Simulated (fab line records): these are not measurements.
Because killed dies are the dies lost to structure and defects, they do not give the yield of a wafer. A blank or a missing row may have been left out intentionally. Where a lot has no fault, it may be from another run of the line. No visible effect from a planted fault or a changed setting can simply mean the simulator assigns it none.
fab line records    flow berkeley-cmos170    part 1 of 2: steps 1 to 34 of 47
record: lots: 5  wafers: 15  last-day: 12
route steps=331 shown NWELL@20 PWELL@34 WELLDRIVE@55 ACTIVE@60
lots that met no fault: taken from a fault-free run of the same line
start-h: start of the lot's first displayed wafer, in hours after the record's first day    wait-h: hours from the lot's prior step to this one    " same as the row above    L1.1+2: several wafers, shown together as one row    - no value, or no start was given    * or withheld: withheld    < > ~ a bound
route shown NAME@n: names a module that has steps shown in the file, with the first one's number in the route    usual: mean/standard deviation of fault-free wafers    same: alike in all rows    chamber/n: place in a boat    sites: per-site readings    _std_site: how widely they spread, as a standard deviation    _edge_site: outer sites' mean less inner sites'    radius-mm: how far each site lies from the wafer's centre    mask NAME#n: copy n    behind: the tool/chamber that last shaped the wafer    hold: why the lot was held/for how many hours/how that ended    device: names the non-switching transistor (n, p or np)    end of line: the same wafers' tests at the end of the route    step lacking rows: just its recipe    killed: not the wafer's yield, but the dies lost to structure and defects at the first sort    map: dies across one wafer; x = killed, . = not, _ = none there
set.NAME: setting as actually run; set.NAME@STEP: the setting as run at that earlier step    model.NAME: the simulator's own value behind a step, which no gauge read
lots at selected steps of the route; one table per step, one row per wafer
services: the hour from which a tool's chamber was out of use, counted from the record's first day as start-h (under 0 if before that day), plus the number of hours and why
== steps ==
step: UCB170_NWELL_HMDS_06
recipe: prime-time-s: 60  prime-temp-c: 100
lot.wafer   tool            chamber  start-h  wait-h
L077.1+2+4  litho-track-04  0        73.20    0.1
L081.1+3+6  litho-track-02  0        86.30    0.1
L080.2+3+5  litho-track-01  0        86.70    0.4
L084.1+2+3  litho-track-04  0        86.75    0.4
L089.1+5+6  litho-track-02  0        118.99   0.1
step: UCB170_NWELL_COAT_07
recipe: resist: KrF  spin-rpm: 1500  resist-thk-nm: 900
lot.wafer   tool            chamber  start-h  wait-h
L077.1+2+4  litho-track-04  0        73.35    0.1
L081.1+3+6  litho-track-02  0        86.45    0.1
L080.2+3+5  litho-track-01  0        86.85    0.1
L084.1+2+3  litho-track-04  0        86.90    0.1
L089.1+5+6  litho-track-02  0        119.14   0.1
step: UCB170_NWELL_SOFTBAKE_08
recipe: resist: KrF  temp-c: 130  time-s: 60
lot.wafer   tool            chamber  start-h  wait-h
L077.1+2+4  litho-track-04  0        73.50    0.1
L081.1+3+6  litho-track-02  0        86.60    0.1
L080.2+3+5  litho-track-01  0        87.00    0.1
L084.1+2+3  litho-track-04  0        87.05    0.1
L089.1+5+6  litho-track-02  0        119.29   0.1
step: UCB170_NWELL_EXPOSE_09
recipe: mask-id: NWELL  target-cd-nm: 3000  na: 0.5  sigma-outer: 0.6  source-shape: conventional  dose-mj: 25
lot.wafer   tool            chamber  start-h  wait-h  mask
L077.1+2+4  krf-scanner-02  0        73.89    0.4     NWELL#0
L081.1+3+6  krf-scanner-02  0        86.75    0.1     NWELL#0
L080.2+3+5  krf-scanner-02  0        87.27    0.2     NWELL#0
L084.1+2+3  krf-scanner-02  0        87.37    0.3     NWELL#0
L089.1+5+6  krf-scanner-02  0        119.56   0.2     NWELL#0
step: UCB170_NWELL_PEB_10
recipe: peb-temp-c: 130  peb-time-s: withheld  resist: KrF
lot.wafer   tool            chamber  start-h  wait-h
L077.1+2+4  litho-track-01  0        74.20    0.3
L081.1+3+6  litho-track-02  0        87.20    0.4
L080.2+3+5  litho-track-04  0        87.50    0.2
L084.1+2+3  litho-track-01  0        87.57    0.2
L089.1+5+6  litho-track-04  0        119.68   0.1
step: UCB170_NWELL_DEVELOP_11
recipe: developer: TMAH  develop-time-s: 45  resist: KrF  dev-temp-c: 21
lot.wafer   tool            chamber  start-h  wait-h
L077.1+2+4  litho-track-01  0        -        -
L081.1+3+6  litho-track-02  0        -        -
L080.2+3+5  litho-track-04  0        -        -
L084.1+2+3  litho-track-01  0        -        -
L089.1+5+6  litho-track-04  0        -        -
step: UCB170_NWELL_OVL_MEAS_12
usual: NWELL_OVL: 1/5.6
lot.wafer  tool        chamber  start-h  wait-h  NWELL_OVL[nm]
L077.1     overlay-02  -        74.48    -       8
L077.2     "           -        "        "       6
L077.4     "           -        "        "       -2
L081.1     overlay-01  -        87.47    -       -1
L081.3     "           -        "        "       -5
L081.6     "           -        "        "       1
L080.2     overlay-01  -        87.75    -       8
L080.3     "           -        "        "       9
L080.5     "           -        "        "       6
L084.1     overlay-02  -        87.85    -       -2
L084.2     "           -        "        "       -5
L084.3     "           -        "        "       -5
L089.1     overlay-01  -        119.95   -       3
L089.5     "           -        "        "       -1
L089.6     "           -        "        "       4
step: UCB170_NWELL_ETCH_13
recipe: chemistry: CH3F/Ar/O2  target: Si3N4  stop-on: SiO2  CH3F_flow_sccm: 20  Ar_flow_sccm: 50  O2_flow_sccm: 7  pressure-mtorr: 50  rf-w: 450  target-depth-a: 2464  over-etch-frac: 0.1  time-s: 154
usual: chamber-pressure-mTorr: 50.00/0.049  drypump-motor-current-A: 5.9/0.45  oes-product-au: 0.941/0.014  throttle-valve-pct: 8.04/0.12
lot.wafer  tool         chamber  start-h  wait-h  chamber-pressure-mTorr  drypump-motor-current-A  oes-product-au  rf-hours-counter-h  throttle-valve-pct
L077.1     rie-diel-03  3        74.51    0.0     49.98                   5.7                      0.954           13                  8.12
L077.2     "            2        "        "       49.94                   6.2                      0.950           113                 7.90
L077.4     "            1        "        "       50.07                   5.9                      0.944           0                   8.23
L081.1     rie-diel-01  1        87.51    0.0     50.09                   6.0                      0.940           48                  8.01
L081.3     "            3        "        "       50.07                   5.8                      0.915           4                   7.91
L081.6     "            0        "        "       49.99                   5.8                      0.944           -                   8.28
L080.2     rie-diel-01  2        87.78    0.0     50.00                   6.5                      0.962           75                  8.13
L080.3     "            1        "        "       50.08                   6.0                      0.940           48                  8.02
L080.5     "            1        "        "       50.06                   6.0                      0.948           -                   8.02
L084.1     rie-diel-02  0        87.89    0.0     50.09                   5.0                      0.922           9                   8.04
L084.2     "            1        "        "       49.93                   6.5                      0.948           104                 7.98
L084.3     "            3        "        "       50.17                   5.6                      0.954           84                  8.09
L089.1     rie-diel-02  3        119.99   0.0     49.99                   5.6                      0.950           85                  8.10
L089.5     "            1        "        "       50.05                   6.5                      0.958           -                   8.00
L089.6     "            0        "        "       50.03                   5.0                      0.929           -                   8.03
step: UCB170_NWELL_IMPLANT_14
recipe: species: P  dose-cm2: 1e+13  energy-kev: 150  tilt-deg: 7
lot.wafer   tool          chamber  start-h  wait-h
L077.1+2+4  implanter-01  0        74.61    0.1
L081.1+3+6  implanter-03  0        87.61    0.1
L080.2+3+5  implanter-03  0        87.91    0.1
L084.1+2+3  implanter-01  0        87.99    0.1
L089.1+5+6  implanter-03  0        120.09   0.1
step: UCB170_NWELL_STRIP_15
recipe: chemistry: O2  power-w: 400  pressure-mtorr: 3500  platen-temp-c: withheld  o2-flow-sccm: 400  overash-fraction: 0.5
usual: chamber-pressure-mTorr: 3500/3.5  drypump-motor-current-A: 5.7/0.54  oes-product-au: 0.721/0.0043  strip-time-to-endpoint-s: 18.05/0.072
lot.wafer  tool             chamber  start-h  wait-h  chamber-pressure-mTorr  drypump-motor-current-A  oes-product-au  rf-hours-counter-h  strip-time-to-endpoint-s
L077.1     plasma-asher-04  1        74.76    0.1     3501                    5.3                      0.723           31                  17.93
L077.2     "                0        "        "       3497                    6.2                      0.719           31                  17.90
L077.4     "                1        "        "       3501                    5.3                      0.725           -                   18.11
L081.1     plasma-asher-04  0        87.76    0.1     3501                    6.2                      0.727           32                  17.98
L081.3     "                1        "        "       3499                    5.3                      0.722           -                   18.04
L081.6     "                0        "        "       3501                    6.2                      0.725           -                   18.10
L080.2     plasma-asher-03  1        88.04    0.1     3496                    6.5                      0.723           34                  18.08
L080.3     "                1        "        "       3496                    6.4                      0.716           -                   18.03
L080.5     "                1        "        "       3504                    6.5                      0.727           -                   18.03
L084.1     plasma-asher-03  0        88.14    0.1     3499                    5.2                      0.724           34                  18.12
L084.2     "                1        "        "       3498                    6.5                      0.723           34                  18.17
L084.3     "                1        "        "       3501                    6.4                      0.724           -                   18.15
L089.1     plasma-asher-02  1        120.24   0.1     3506                    5.7                      0.724           27                  18.04
L089.5     "                1        "        "       3502                    5.7                      0.717           -                   18.07
L089.6     "                0        "        "       3498                    4.8                      0.721           -                   18.03
step: UCB170_NWELL_TW_MEAS_16
usual: NWELL_TW: 1238/10
lot.wafer  tool           chamber  start-h  wait-h  NWELL_TW
L077.1     film-metro-03  -        74.86    0.1     1242
L077.2     "              -        "        "       1245
L077.4     "              -        "        "       1235
L081.1     film-metro-03  -        87.86    0.1     1239
L081.3     "              -        "        "       1241
L081.6     "              -        "        "       1243
L080.2     film-metro-03  -        88.15    0.1     1239
L080.3     "              -        "        "       1237
L080.5     "              -        "        "       1246
L084.1     film-metro-02  -        88.24    0.1     1228
L084.2     "              -        "        "       1226
L084.3     "              -        "        "       1225
L089.1     film-metro-01  -        120.34   0.1     1253
L089.5     "              -        "        "       1250
L089.6     "              -        "        "       1249
step: UCB170_NWELL_CLEAN_17
recipe: chemistry: SPM  temp-c: 120  time-s: 600
lot.wafer   tool          chamber  start-h  wait-h
L077.1+2+4  wet-bench-02  1        77.04    2.2
L081.1+3+6  wet-bench-01  2        87.92    0.1
L080.2+3+5  wet-bench-01  1        88.20    0.0
L084.1+2+3  wet-bench-01  2        88.37    0.1
L089.1+5+6  wet-bench-03  1        120.55   0.2
step: UCB170_NWELL_WET_ETCH_18
recipe: chemistry: H3PO4  target: Si3N4  temp-c: 160  time-s: 14400
lot.wafer   tool          chamber  start-h  wait-h
L077.1+2+4  wet-bench-02  1        77.29    0.1
L081.1+3+6  wet-bench-02  3        88.10    0.0
L080.2+3+5  wet-bench-01  3        88.72    0.3
L084.1+2+3  wet-bench-01  3        88.72    0.2
L089.1+5+6  wet-bench-03  0        120.90   0.2
step: UCB170_NWELL_WET_ETCH_19
recipe: chemistry: BOE  dilution: 5:1  target: SiO2  temp-c: 25  time-s: 22
lot.wafer   tool          chamber  start-h  wait-h
L077.1+2+4  wet-bench-03  2        81.67    0.0
L080.2+3+5  wet-bench-01  1        92.95    0.2
L081.1+3+6  wet-bench-01  0        92.95    0.1
L084.1+2+3  wet-bench-01  1        92.95    0.2
L089.1+5+6  wet-bench-03  0        124.91   0.0
step: UCB170_PWELL_CLEAN_00
recipe: chemistry: SPM  temp-c: 120  time-s: 600
lot.wafer   tool          chamber  start-h  wait-h
L077.1+2+4  wet-bench-02  2        81.68    0.0
L080.2+3+5  wet-bench-01  2        93.31    0.3
L081.1+3+6  wet-bench-01  3        93.31    0.3
L084.1+2+3  wet-bench-01  0        93.31    0.3
L089.1+5+6  wet-bench-03  1        124.92   0.0
step: UCB170_PWELL_CLEAN_01
recipe: chemistry: dHF  dilution: 25:1  time-s: 60
lot.wafer   tool          chamber  start-h  wait-h
L077.1+2+4  wet-bench-03  1        81.87    0.0
L080.2+3+5  wet-bench-01  3        93.69    0.2
L081.1+3+6  wet-bench-01  0        93.69    0.2
L084.1+2+3  wet-bench-01  3        93.69    0.2
L089.1+5+6  wet-bench-02  3        125.10   0.0
step: UCB170_PWELL_OXIDATION_02
recipe: temp-c: 1000  ambient: O2  target-thk-a: 264  ox-time-s: 1260
usual: ox-temp-c: 1000.0/0.42
lot.wafer  tool        chamber  start-h  wait-h  ox-temp-c
L077.1     furnace-04  0        87.16    5.3     1000.0
L077.2     "           0        "        "       1000.2
L077.4     "           0        "        "       999.0
L080.2     furnace-01  0        99.24    5.5     999.7
L080.3     "           0        "        "       1000.0
L080.5     "           0        "        "       999.8
L081.1     furnace-01  0        99.24    5.5     1000.2
L081.3     "           0        "        "       999.8
L081.6     "           0        "        "       999.8
L084.1     furnace-01  0        99.24    5.5     999.9
L084.2     "           0        "        "       1000.5
L084.3     "           0        "        "       1000.0
L089.1     furnace-02  0        127.02   1.9     999.3
L089.5     "           0        "        "       998.9
L089.6     "           0        "        "       999.7
step: UCB170_PWELL_THK_MEAS_03
recipe: reads: SiO2_of_PWELL_OXIDATION_02
usual: PWELL_OXIDE_THK: 26.2/0.47
lot.wafer  tool           chamber  start-h  wait-h  PWELL_OXIDE_THK[nm]
L077.1     film-metro-01  -        88.51    0.0     25.3
L077.2     "              -        "        "       25.4
L077.4     "              -        "        "       25.5
L081.1     film-metro-02  -        100.60   0.0     26.9
L081.3     "              -        "        "       26.9
L081.6     "              -        "        "       26.4
L084.1     film-metro-04  -        100.60   0.0     26.4
L084.2     "              -        "        "       25.8
L084.3     "              -        "        "       26.0
L080.2     film-metro-02  -        100.67   0.1     25.9
L080.3     "              -        "        "       25.8
L080.5     "              -        "        "       26.0
L089.1     film-metro-02  -        128.43   0.1     26.3
L089.5     "              -        "        "       26.3
L089.6     "              -        "        "       26.1
step: UCB170_PWELL_ANNEAL_04
recipe: temp-c: 1000  time-s: 900  ambient: N2
lot.wafer   tool        chamber  start-h  wait-h
L077.1+2+4  furnace-04  0        96.94    8.4
L080.2+3+5  furnace-02  0        107.75   7.1
L081.1+3+6  furnace-02  0        107.75   7.1
L084.1+2+3  furnace-02  0        107.75   7.1
L089.1+5+6  furnace-01  0        134.28   5.8
step: UCB170_PWELL_CVD_05
recipe: material: Si3N4  target-thk-nm: 220  temp-c: 800  precursor: SiH2Cl2/NH3  time-s: 3300  pressure-mtorr: 200  sih2cl2-flow-sccm: 25  nh3-flow-sccm: 75
usual: pressure-mtorr: 200.0/0.34
lot.wafer  tool      chamber  start-h  wait-h  pressure-mtorr
L077.1     lpcvd-02  0        98.63    0.4     200.1
L077.2     "         0        "        "       199.7
L077.4     "         0        "        "       199.7
L080.2     lpcvd-02  1        109.00   0.0     199.7
L080.3     "         1        "        "       199.5
L080.5     "         1        "        "       200.4
L081.1     lpcvd-02  0        109.00   0.0     200.4
L081.3     "         0        "        "       199.6
L081.6     "         0        "        "       199.9
L084.1     lpcvd-02  1        109.00   0.0     200.6
L084.2     "         1        "        "       199.7
L084.3     "         1        "        "       200.3
L089.1     lpcvd-01  1        135.53   0.0     200.2
L089.5     "         1        "        "       200.5
L089.6     "         1        "        "       200.8
step: UCB170_PWELL_THK_MEAS_06
recipe: reads: Si3N4_of_PWELL_CVD_05
usual: PWELL_NITRIDE_THK: 219.2/1.7
lot.wafer  tool           chamber  start-h  wait-h  PWELL_NITRIDE_THK[nm]
L077.1     film-metro-04  -        100.54   0.0     216.6
L077.2     "              -        "        "       217.2
L077.4     "              -        "        "       220.8
L081.1     film-metro-01  -        110.92   0.0     218.3
L081.3     "              -        "        "       219.3
L081.6     "              -        "        "       220.5
L084.1     film-metro-04  -        110.92   0.0     221.0
L084.2     "              -        "        "       219.3
L084.3     "              -        "        "       218.9
L080.2     film-metro-01  -        110.99   0.1     220.7
L080.3     "              -        "        "       220.7
L080.5     "              -        "        "       221.6
L089.1     film-metro-01  -        137.50   0.1     215.8
L089.5     "              -        "        "       219.7
L089.6     "              -        "        "       218.9
step: UCB170_PWELL_HMDS_07
recipe: prime-time-s: 60  prime-temp-c: 100
lot.wafer   tool            chamber  start-h  wait-h
L077.1+2+4  litho-track-03  0        100.81   0.3
L081.1+3+6  litho-track-02  0        110.98   0.1
L084.1+2+3  litho-track-03  0        111.14   0.2
L080.2+3+5  litho-track-02  0        111.45   0.5
L089.1+5+6  litho-track-01  0        138.50   1.0
step: UCB170_PWELL_COAT_08
recipe: resist: KrF  spin-rpm: 1500  resist-thk-nm: 900
lot.wafer   tool            chamber  start-h  wait-h
L077.1+2+4  litho-track-03  0        100.96   0.1
L081.1+3+6  litho-track-02  0        111.13   0.1
L084.1+2+3  litho-track-03  0        111.29   0.1
L080.2+3+5  litho-track-02  0        111.60   0.1
L089.1+5+6  litho-track-01  0        138.65   0.1
step: UCB170_PWELL_SOFTBAKE_09
recipe: resist: KrF  temp-c: 130  time-s: 60
lot.wafer   tool            chamber  start-h  wait-h
L077.1+2+4  litho-track-03  0        101.11   0.1
L081.1+3+6  litho-track-02  0        111.28   0.1
L084.1+2+3  litho-track-03  0        111.44   0.1
L080.2+3+5  litho-track-02  0        111.75   0.1
L089.1+5+6  litho-track-01  0        138.80   0.1
step: UCB170_PWELL_EXPOSE_10
recipe: mask-id: PWELL  target-cd-nm: 3000  na: 0.5  sigma-outer: 0.6  source-shape: conventional  dose-mj: 19
lot.wafer   tool            chamber  start-h  wait-h  mask
L077.1+2+4  krf-scanner-02  0        101.41   0.3     PWELL#0
L081.1+3+6  krf-scanner-02  0        111.43   0.1     PWELL#0
L084.1+2+3  krf-scanner-02  0        111.96   0.5     PWELL#0
L080.2+3+5  krf-scanner-01  0        112.22   0.4     PWELL#0
L089.1+5+6  krf-scanner-02  0        139.18   0.4     PWELL#0
step: UCB170_PWELL_PEB_11
recipe: peb-temp-c: 130  peb-time-s: withheld  resist: KrF
lot.wafer   tool            chamber  start-h  wait-h
L077.1+2+4  litho-track-03  0        101.57   0.1
L081.1+3+6  litho-track-02  0        111.88   0.4
L084.1+2+3  litho-track-01  0        112.31   0.3
L080.2+3+5  litho-track-01  0        112.61   0.4
L089.1+5+6  litho-track-02  0        140.05   0.8
step: UCB170_PWELL_DEVELOP_12
recipe: developer: TMAH  develop-time-s: 45  resist: KrF  dev-temp-c: 21
lot.wafer   tool            chamber  start-h  wait-h
L077.1+2+4  litho-track-03  0        -        -
L081.1+3+6  litho-track-02  0        -        -
L084.1+2+3  litho-track-01  0        -        -
L080.2+3+5  litho-track-01  0        -        -
L089.1+5+6  litho-track-02  0        -        -
step: UCB170_PWELL_OVL_MEAS_13
usual: PWELL_OVL: -3/4.5
lot.wafer  tool        chamber  start-h  wait-h  PWELL_OVL[nm]
L077.1     overlay-01  -        101.84   -       -2
L077.2     "           -        "        "       -1
L077.4     "           -        "        "       -3
L081.1     overlay-02  -        112.15   -       -7
L081.3     "           -        "        "       -4
L081.6     "           -        "        "       -2
L084.1     overlay-02  -        112.59   -       -4
L084.2     "           -        "        "       -1
L084.3     "           -        "        "       -6
L080.2     overlay-01  -        112.87   -       4
L080.3     "           -        "        "       -13
L080.5     "           -        "        "       -1
L089.1     overlay-01  -        140.32   -       1
L089.5     "           -        "        "       -2
L089.6     "           -        "        "       4
step: UCB170_PWELL_ETCH_14
recipe: chemistry: CH3F/Ar/O2  target: Si3N4  stop-on: SiO2  CH3F_flow_sccm: 20  Ar_flow_sccm: 50  O2_flow_sccm: 7  pressure-mtorr: 50  rf-w: 450  target-depth-a: 2420  over-etch-frac: 0.1  time-s: 151
usual: chamber-pressure-mTorr: 50.00/0.061  drypump-motor-current-A: 5.8/0.41  oes-product-au: 0.939/0.012  throttle-valve-pct: 8.04/0.15
lot.wafer  tool         chamber  start-h  wait-h  chamber-pressure-mTorr  drypump-motor-current-A  oes-product-au  rf-hours-counter-h  throttle-valve-pct
L077.1     rie-diel-03  1        101.88   0.0     50.00                   5.9                      0.939           1                   8.21
L077.2     "            3        "        "       49.93                   5.7                      0.938           15                  8.13
L077.4     "            2        "        "       49.94                   6.2                      0.949           114                 7.91
L081.1     rie-diel-01  0        112.19   0.0     49.98                   5.9                      0.936           148                 8.28
L081.3     "            2        "        "       49.99                   6.5                      0.945           76                  8.13
L081.6     "            1        "        "       49.95                   6.0                      0.935           -                   8.01
L084.1     rie-diel-03  1        112.62   0.0     49.98                   5.9                      0.952           1                   8.23
L084.2     "            3        "        "       50.01                   5.7                      0.948           15                  8.12
L084.3     "            2        "        "       49.99                   6.2                      0.929           114                 7.91
L080.2     rie-diel-01  2        112.90   0.0     50.05                   6.5                      0.947           76                  8.12
L080.3     "            0        "        "       49.99                   5.9                      0.941           148                 8.28
L080.5     "            0        "        "       49.97                   5.9                      0.942           -                   8.26
L089.1     rie-diel-01  3        140.36   0.0     50.05                   5.8                      0.905           6                   7.92
L089.5     "            0        "        "       49.89                   5.9                      0.943           -                   8.28
L089.6     "            3        "        "       49.92                   5.8                      0.923           -                   7.92
step: UCB170_PWELL_IMPLANT_15
recipe: species: B  dose-cm2: 5e+12  energy-kev: 60  tilt-deg: 7
lot.wafer   tool          chamber  start-h  wait-h
L077.1+2+4  implanter-04  0        101.98   0.1
L081.1+3+6  implanter-02  0        112.29   0.1
L084.1+2+3  implanter-01  0        112.73   0.1
L080.2+3+5  implanter-02  0        113.03   0.1
L089.1+5+6  implanter-01  0        140.46   0.1
step: UCB170_PWELL_STRIP_16
recipe: chemistry: O2  power-w: 400  pressure-mtorr: 3500  platen-temp-c: withheld  o2-flow-sccm: 400  overash-fraction: 0.5
usual: chamber-pressure-mTorr: 3500/3.3  drypump-motor-current-A: 5.5/0.58  oes-product-au: 0.721/0.0041  strip-time-to-endpoint-s: 18.10/0.08
lot.wafer  tool             chamber  start-h  wait-h  chamber-pressure-mTorr  drypump-motor-current-A  oes-product-au  rf-hours-counter-h  strip-time-to-endpoint-s
L077.1     plasma-asher-03  1        102.13   0.1     3504                    6.4                      0.714           36                  18.15
L077.2     "                0        "        "       3500                    5.2                      0.724           36                  18.09
L077.4     "                1        "        "       3500                    6.5                      0.723           -                   18.02
L081.1     plasma-asher-03  1        112.44   0.1     3501                    6.4                      0.717           37                  17.97
L081.3     "                0        "        "       3499                    5.2                      0.723           -                   18.06
L081.6     "                0        "        "       3498                    5.2                      0.721           -                   18.00
L084.1     plasma-asher-02  0        112.88   0.1     3501                    4.8                      0.722           26                  18.11
L084.2     "                1        "        "       3497                    5.7                      0.727           26                  17.99
L084.3     "                1        "        "       3499                    5.7                      0.719           -                   18.13
L080.2     plasma-asher-03  0        113.15   0.1     3508                    5.2                      0.714           38                  18.02
L080.3     "                0        "        "       3497                    5.2                      0.724           -                   18.14
L080.5     "                1        "        "       3496                    6.4                      0.717           -                   18.05
L089.1     plasma-asher-01  0        140.61   0.1     3497                    5.0                      0.715           39                  18.24
L089.5     "                1        "        "       3504                    5.3                      0.727           -                   18.15
L089.6     "                0        "        "       3497                    5.0                      0.725           -                   18.18
step: UCB170_PWELL_TW_MEAS_17
usual: PWELL_TW: 379/4.5
lot.wafer  tool           chamber  start-h  wait-h  PWELL_TW
L077.1     film-metro-02  -        102.23   0.1     370
L077.2     "              -        "        "       374
L077.4     "              -        "        "       373
L081.1     film-metro-01  -        112.54   0.1     379
L081.3     "              -        "        "       379
L081.6     "              -        "        "       381
L084.1     film-metro-01  -        112.98   0.1     380
L084.2     "              -        "        "       382
L084.3     "              -        "        "       380
L080.2     film-metro-02  -        113.26   0.1     373
L080.3     "              -        "        "       370
L080.5     "              -        "        "       372
L089.1     film-metro-01  -        140.71   0.1     383
L089.5     "              -        "        "       383
L089.6     "              -        "        "       380
step: UCB170_PWELL_CLEAN_18
recipe: chemistry: SPM  temp-c: 120  time-s: 600
lot.wafer   tool          chamber  start-h  wait-h
L077.1+2+4  wet-bench-02  1        102.43   0.2
L081.1+3+6  wet-bench-02  1        112.73   0.2
L084.1+2+3  wet-bench-02  0        113.08   0.1
L080.2+3+5  wet-bench-03  0        117.15   3.9
L089.1+5+6  wet-bench-01  1        144.54   3.8
step: UCB170_PWELL_WET_ETCH_19
recipe: chemistry: H3PO4  target: Si3N4  temp-c: 160  time-s: 14400
lot.wafer   tool          chamber  start-h  wait-h
L077.1+2+4  wet-bench-03  1        104.41   1.8
L081.1+3+6  wet-bench-01  3        113.05   0.1
L084.1+2+3  wet-bench-02  0        113.27   0.0
L080.2+3+5  wet-bench-01  2        117.41   0.1
L089.1+5+6  wet-bench-01  1        144.91   0.2
